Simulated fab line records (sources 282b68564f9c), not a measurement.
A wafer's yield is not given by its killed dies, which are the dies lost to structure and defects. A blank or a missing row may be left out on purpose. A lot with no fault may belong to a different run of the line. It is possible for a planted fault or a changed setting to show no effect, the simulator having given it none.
fab line records	flow ritCmos
[record] lots = 6	wafers = 18	lastDay = 7
route steps=202 shown M1@184
lots with no fault: from the same line, run without faults
startH: the number of hours between the record's first day and the start of the first shown wafer of the lot	waitH: time in hours since the lot's previous step	" as in the row above	L1.1+2: a row that stands for several wafers	- either no value or no given start	* or withheld: withheld	< > ~ a bound
route shown NAME@n: a module of which the file shows steps, and the number in the route of the first	usual: mean/standard deviation of fault-free wafers	same: alike in all rows	chamber/n: place in a boat	sites: the reading at each site	_std_site: the values' standard deviation	_edge_site: the outer-site mean with the inner-site mean subtracted	radiusMm: for every site, how far away it sits from the centre of the wafer	mask NAME#n: copy n	behind: the most recent tool/chamber to have shaped the wafer	hold: reason for holding the lot/hours on hold/outcome of the hold	device: which transistor (n, p or np) failed to switch	end of line: tests of these same wafers at the route's end	where a step has no rows: the recipe by itself	killed: dies that structure and defects cost at the first sort, which is not the same as the wafer's yield	map: dies across one wafer; x = killed, . = not, _ = none there
set.NAME: the setting as run; set.NAME@STEP: as run at that earlier step	model.NAME: the simulator's own value behind a step, which no gauge read
a table for each step, a row for each wafer; lots at some steps of the route
services: the hour from which a tool's chamber was out of use, counted from the record's first day as startH (under 0 if before that day), plus the number of hours and why
[[steps]]
[step RIT_M1_SPUTTER_00]
[recipe] material = Al	targetThkNm = 400	powerW = 2000	chamberPressurePa = 0.4	gas = Ar	timeS = 522.8	substrateTempC = 25
[usual] cathodeDcPowerW = 2000.0/0.34	throttleValvePct = 29.7/1.1
lot.wafer	tool	chamber	startH	waitH	cathodeDcPowerW	throttleValvePct
L616.3	pvdSputter-01	-	88.62	0.0	2000.3	29.3
L616.5	"	-	"	"	2000.1	32.1
L616.6	"	-	"	"	1999.7	29.0
L617.3	pvdSputter-03	-	93.70	0.0	1999.6	29.6
L617.4	"	-	"	"	2000.3	28.6
L617.5	"	-	"	"	2000.0	29.9
L623.3	pvdSputter-03	-	122.04	0.0	1999.9	29.0
L623.4	"	-	"	"	1999.4	31.1
L623.6	"	-	"	"	1999.9	29.8
L624.2	pvdSputter-01	-	124.71	0.0	2000.3	29.1
L624.3	"	-	"	"	2000.0	29.3
L624.5	"	-	"	"	2000.3	29.5
L626.3	pvdSputter-03	-	135.40	0.0	2000.5	30.1
L626.5	"	-	"	"	2000.0	28.5
L626.6	"	-	"	"	2000.4	30.8
L629.2	pvdSputter-01	-	155.87	0.0	2000.2	29.1
L629.3	"	-	"	"	2000.1	28.6
L629.4	"	-	"	"	2000.4	31.7
[step RIT_M1_RS_MEAS_01]
[recipe] thkMeasGauge = four-point-probe	reads = Al_of_M1_SPUTTER_00
[usual] M1_AL_RS = 0.0698/0.00049
lot.wafer	tool	chamber	startH	waitH	M1_AL_RS[ohm/sq]
L616.3	filmMetro-04	-	88.96	0.2	0.0705
L616.5	"	-	"	"	0.0699
L616.6	"	-	"	"	0.0698
L617.3	filmMetro-04	-	94.04	0.2	0.0693
L617.4	"	-	"	"	0.0684
L617.5	"	-	"	"	0.0693
L623.3	filmMetro-02	-	122.37	0.2	0.0698
L623.4	"	-	"	"	0.0694
L623.6	"	-	"	"	0.0698
L624.2	filmMetro-01	-	125.03	0.2	0.0700
L624.3	"	-	"	"	0.0704
L624.5	"	-	"	"	0.0704
L626.3	filmMetro-01	-	135.73	0.2	0.0688
L626.5	"	-	"	"	0.0696
L626.6	"	-	"	"	0.0696
L629.2	filmMetro-04	-	156.18	0.2	0.0699
L629.3	"	-	"	"	0.0697
L629.4	"	-	"	"	0.0691
[step RIT_M1_THK_MEAS_02]
[recipe] thkMeasGauge = xrf	reads = Al_of_M1_SPUTTER_00
[usual] M1_AL_THK = 412/3.6
lot.wafer	tool	chamber	startH	waitH	M1_AL_THK[nm]
L616.3	filmMetro-04	-	89.06	0.1	408
L616.5	"	-	"	"	412
L616.6	"	-	"	"	409
L617.3	filmMetro-04	-	94.14	0.1	413
L617.4	"	-	"	"	421
L617.5	"	-	"	"	413
L623.3	filmMetro-02	-	122.47	0.1	415
L623.4	"	-	"	"	420
L623.6	"	-	"	"	416
L624.2	filmMetro-01	-	125.14	0.1	408
L624.3	"	-	"	"	408
L624.5	"	-	"	"	408
L626.3	filmMetro-01	-	135.83	0.1	417
L626.5	"	-	"	"	412
L626.6	"	-	"	"	412
L629.2	filmMetro-04	-	156.29	0.1	411
L629.3	"	-	"	"	412
L629.4	"	-	"	"	418
[step RIT_M1_HMDS_03]
[recipe] primeTimeS = 60	primeTempC = 140
[step RIT_M1_COAT_04]
[recipe] resist = NOVOLAK	spinRpm = 2000	resistThkNm = 1300
[step RIT_M1_SOFTBAKE_05]
[recipe] resist = NOVOLAK	tempC = 90	timeS = 60
[step RIT_M1_EXPOSE_06]
[recipe] maskId = M12	na = 0.6	sourceShape = conventional	sigmaOuter = 0.5	targetCdNm = 2600	doseMj = 250
[step RIT_M1_PEB_07]
[recipe] resist = NOVOLAK	tempC = withheld	timeS = withheld
[step RIT_M1_DEVELOP_08]
[recipe] resist = NOVOLAK	developTimeS = 68	devTempC = 23
[step RIT_M1_CD_MEAS_09]
[recipe] targetCdNm = 2600
[usual] cdNm = 2599.8/2.1
lot.wafer	tool	chamber	startH	waitH	cdNm
L616.3	cdSem-02	-	90.02	-	2598.3
L616.5	"	-	"	"	2598.8
L616.6	"	-	"	"	2598.7
L617.3	cdSem-02	-	95.26	-	2603.7
L617.4	"	-	"	"	2605.5
L617.5	"	-	"	"	2605.1
L623.3	cdSem-01	-	123.80	-	2600.6
L623.4	"	-	"	"	2597.4
L623.6	"	-	"	"	2598.1
L624.2	cdSem-02	-	126.21	-	2597.8
L624.3	"	-	"	"	2598.3
L624.5	"	-	"	"	2599.4
L626.3	cdSem-02	-	136.92	-	2601.6
L626.5	"	-	"	"	2601.9
L626.6	"	-	"	"	2602.0
L629.2	cdSem-02	-	157.24	-	2600.8
L629.3	"	-	"	"	2600.5
L629.4	"	-	"	"	2600.3
[step RIT_M1_OVL_MEAS_10]
[usual] M1_OVL = 0.6/1.3
lot.wafer	tool	chamber	startH	waitH	M1_OVL[nm]
L616.3	overlay-01	-	90.11	0.1	1.0
L616.5	"	-	"	"	0.6
L616.6	"	-	"	"	1.2
L617.3	overlay-02	-	95.35	0.1	0.5
L617.4	"	-	"	"	1.6
L617.5	"	-	"	"	-0.5
L623.3	overlay-02	-	123.89	0.1	1.7
L623.4	"	-	"	"	2.1
L623.6	"	-	"	"	0.3
L624.2	overlay-01	-	126.32	0.1	-1.4
L624.3	"	-	"	"	-2.4
L624.5	"	-	"	"	-0.2
L626.3	overlay-02	-	137.01	0.1	2.0
L626.5	"	-	"	"	1.5
L626.6	"	-	"	"	0.8
L629.2	overlay-02	-	157.35	0.1	2.2
L629.3	"	-	"	"	2.6
L629.4	"	-	"	"	3.0
[step RIT_M1_HARDBAKE_11]
[recipe] resist = NOVOLAK	tempC = 140	timeS = 120
[step RIT_M1_METAL_ETCH_12]
[recipe] stopOn = SiO2	chemistry = Cl2/BCl3	target = Al	timeS = 165	overEtchFrac = 0.5	pressureMtorr = 100	targetDepthA = 6000	rfW = 254.6	Cl2_flow_sccm = 60	bcl3FlowSccm = 50
[usual] drypumpMotorCurrentA = 5.5/0.51	oesProductAu = 0.792/0.014	overEtchFrac = 0.5/0	throttleValvePct = 8.22/0.16
lot.wafer	tool	chamber	startH	waitH	drypumpMotorCurrentA	oesProductAu	overEtchFrac	rfHoursCounterH	throttleValvePct	model.NOVOLAK_of_M1_COAT_04.thkNm
L616.3	rieMetal-04	1	90.44	0.2	6.4	0.777	0.5	-	8.18	803.1
L616.5	"	0	"	"	5.1	0.789	0.5	-	8.04	798.9
L616.6	"	1	"	"	6.4	0.770	0.5	-	8.17	801
L617.3	rieMetal-01	0	95.74	0.2	5.5	0.793	0.5	-	8.48	800.4
L617.4	"	0	"	"	5.5	0.787	0.5	-	8.44	806.2
L617.5	"	0	"	"	5.5	0.786	0.5	-	8.47	808
L623.3	rieMetal-01	1	124.22	0.2	5.1	0.789	0.5	-	8.05	801.7
L623.4	"	0	"	"	5.5	0.831	0.371	-	8.46	832
L623.6	"	0	"	"	5.5	0.822	0.371	-	8.46	834
L624.2	rieMetal-03	1	126.60	0.2	5.0	0.807	0.5	37	8.37	809.8
L624.3	"	0	"	"	5.8	0.812	0.5	-	8.16	810.5
L624.5	"	0	"	"	5.8	0.807	0.5	-	8.17	812.4
L626.3	rieMetal-01	0	137.39	0.2	5.5	0.838	0.371	-	8.46	828.7
L626.5	"	0	"	"	5.5	0.824	0.371	-	8.46	832.3
L626.6	"	0	"	"	5.5	0.831	0.371	-	8.46	828.5
L629.2	rieMetal-03	0	157.83	0.2	5.7	0.807	0.5	0	8.17	806.9
L629.3	"	1	"	"	5.0	0.815	0.5	-	8.38	809.5
L629.4	"	0	"	"	5.8	0.804	0.5	-	8.16	808.6
[step RIT_M1_STRIP_13]
[recipe] chemistry = nmp	resist = NOVOLAK	tempC = 80	timeS = 600	dry = n2Spin
[step RIT_M1_PROBE_99]
[usual] defectLimitedYield = 97.3/1.3	killedAtFrontEnd = 7/3.4	killedDies = 7/3.4	killedOpen = 3.6/2.1	killedShort = 3.5/2.1	sort_bin_3_pad_short = 0.1/0.27	sort_bin_5_function = 1.5/0.75	sort_bin_6_memory = 1.0/0.75	sortNPass = 257/3.4	sortYieldPct = 97.3/1.3
[same] grossDies = 264	killed_at_M0_to_M3 = 0	killed_at_M4_up = 0	killedAtBackSide = 0	killedAtContacts = 0	killedAtOther = 0
lot.wafer	tool	chamber	startH	waitH	defectLimitedYield[%]	killedAtFrontEnd	killedDies	killedOpen	killedShort	sort_bin_3_pad_short[%]	sort_bin_5_function[%]	sort_bin_6_memory[%]	sortNPass	sortYieldPct[%]
L616.3	prober-01	-	92.75	0.2	96.2	10	10	5	5	0	1.9	1.9	254	96.2
L616.5	prober-01	-	92.85	0.2	97.7	6	6	3	3	0	1.1	1.1	258	97.7
L616.6	prober-01	-	92.90	0.2	97.7	6	6	3	3	0	0.8	1.5	258	97.7
L617.3	prober-02	-	98.14	0.2	98.1	5	5	3	2	0	1.9	0	259	98.1
L617.4	prober-02	-	98.19	0.2	97.3	7	7	2	5	0	1.5	1.1	257	97.3
L617.5	prober-02	-	98.24	0.2	96.6	9	9	3	6	0.4	2.3	0.8	255	96.6
L623.3	prober-02	-	126.54	0.2	95.8	11	11	7	4	0	2.3	1.9	253	95.8
L623.4	prober-02	-	126.59	0.2	98.5	4	4	2	2	0	0.4	1.1	260	98.5
L623.6	prober-02	-	126.69	0.2	95.8	11	11	6	5	0	3.0	1.1	253	95.8
L624.2	prober-01	-	128.92	0.1	97.3	7	7	3	4	0	2.3	0.4	257	97.3
L624.3	prober-01	-	128.97	0.2	96.2	10	10	5	5	0	2.3	1.5	254	96.2
L624.5	prober-01	-	129.07	0.2	97.3	7	7	4	3	0	1.1	1.5	257	97.3
L626.3	prober-01	-	139.84	0.2	96.6	9	9	4	5	0	1.5	1.9	255	96.6
L626.5	prober-01	-	139.94	0.2	98.1	5	5	3	2	0.4	0.4	1.1	259	98.1
L626.6	prober-01	-	139.99	0.2	98.1	5	5	0	5	0	1.1	0.8	259	98.1
L629.2	prober-02	-	160.13	0.1	97.7	6	6	6	0	0	1.5	0.8	258	97.7
L629.3	prober-02	-	160.18	0.2	99.2	2	2	1	1	0.4	0.4	0	262	99.2
L629.4	prober-02	-	160.23	0.2	98.5	4	4	0	4	0.8	0.8	0	260	98.5
// killed by level:class
L616.3 GATE:geometricParticle:open=4 GATE:geometricParticle:short=3 FOX1:geometricParticle:short=1 REOX:geometricParticle:short=1 REOX:geometricParticle:open=1
L616.5 SILICIDE:geometricParticle:open=2 FOX2:geometricParticle:short=1 GATE:geometricParticle:open=1 GATE:geometricParticle:short=1 SPACER:geometricParticle:short=1
L616.6 GATE:geometricParticle:short=3 GATE:geometricParticle:open=2 REOX:geometricParticle:open=1
L617.3 FOX1:geometricParticle:open=1 FOX1:geometricParticle:short=1 GATE:geometricParticle:open=1 SPACER:geometricParticle:open=1 SPACER:geometricParticle:short=1
L617.4 GATE:geometricParticle:short=3 SPACER:geometricParticle:short=2 GATE:geometricParticle:open=1 SPACER:geometricParticle:open=1
L617.5 GATE:geometricParticle:short=3 FOX1:geometricParticle:short=1 GATE:geometricParticle:open=1 REOX:geometricParticle:open=1 SPACER:geometricParticle:open=1 SPACER:geometricParticle:short=1 SILICIDE:geometricParticle:short=1
L623.3 GATE:geometricParticle:open=5 FOX1:geometricParticle:short=2 FOX2:geometricParticle:short=2 FOX1:geometricParticle:open=1 REOX:geometricParticle:open=1
L623.4 GATE:geometricParticle:open=1 GATE:geometricParticle:short=1 REOX:geometricParticle:short=1 REOX:geometricParticle:open=1
L623.6 GATE:geometricParticle:open=5 FOX1:geometricParticle:short=3 GATE:geometricParticle:short=1 SILICIDE:geometricParticle:open=1 SILICIDE:geometricParticle:short=1
L624.2 GATE:geometricParticle:open=2 REOX:geometricParticle:short=2 FOX2:geometricParticle:open=1 GATE:geometricParticle:short=1 SILICIDE:geometricParticle:short=1
L624.3 GATE:geometricParticle:short=3 GATE:geometricParticle:open=2 REOX:geometricParticle:open=2 REOX:geometricParticle:short=1 SPACER:geometricParticle:short=1 SILICIDE:geometricParticle:open=1
L624.5 FOX1:geometricParticle:open=2 GATE:geometricParticle:short=2 SPACER:geometricParticle:short=1 SPACER:geometricParticle:open=1 SILICIDE:geometricParticle:open=1
L626.3 GATE:geometricParticle:open=3 GATE:geometricParticle:short=2 REOX:geometricParticle:short=2 SPACER:geometricParticle:short=1 SILICIDE:geometricParticle:open=1
L626.5 SPACER:geometricParticle:open=2 FOX1:geometricParticle:open=1 SPACER:geometricParticle:short=1 SILICIDE:geometricParticle:short=1
L626.6 FOX2:geometricParticle:short=2 REOX:geometricParticle:short=2 GATE:geometricParticle:short=1
L629.2 GATE:geometricParticle:open=2 ACTIVE:geometricParticle:open=1 FOX1:geometricParticle:open=1 SPACER:geometricParticle:open=1 SILICIDE:geometricParticle:open=1
L629.3 FOX2:geometricParticle:short=1 SILICIDE:geometricParticle:open=1
L629.4 FOX2:geometricParticle:short=3 SILICIDE:geometricParticle:short=1
[[services]]
tool	chamber	startH	hours	kind
rieMetal-01	1	91.03	14.5	repair
pvdSputter-01	-	102.35	0.6	repair
rieMetal-04	-	112.26	0.3	repair
pvdSputter-03	-	128.60	1.5	repair
rieMetal-01	1	135.89	16.4	repair
rieMetal-03	-	136.12	20.0	pm
rieMetal-03	0	136.12	20.0	ventCycle
rieMetal-03	1	136.12	20.0	ventCycle
rieMetal-03	0	156.12	-	clean
rieMetal-03	1	156.12	-	clean
[[key]]
[firstSign] step = RIT_M1_METAL_ETCH_12	reading = overEtchFrac	direction = down	sigmas = 99+	usual = 0.5	struck = 0.371
[effect] step = RIT_M1_METAL_ETCH_12	reading = oesProductAu	direction = up	sigmas = 2.6	usual = 0.792	struck = 0.829
[modelEffect] step = RIT_M1_METAL_ETCH_12	value = NOVOLAK_of_M1_COAT_04.thkNm	without = 802.4	struck = 831.1
metAt RIT_M1_METAL_ETCH_12
struckWafers L623.4,L623.6,L626.3,L626.5,L626.6
onsetBetween 95.74 124.22
[fault] kind = processParameterDrift	tool = rieMetal-01	chamber = 0	onsetH = 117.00	steps = RIT_M1_METAL_ETCH_12	channel = overEtchFrac	offset = -0.129	shape = step	endH = 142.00	stated = 0.5
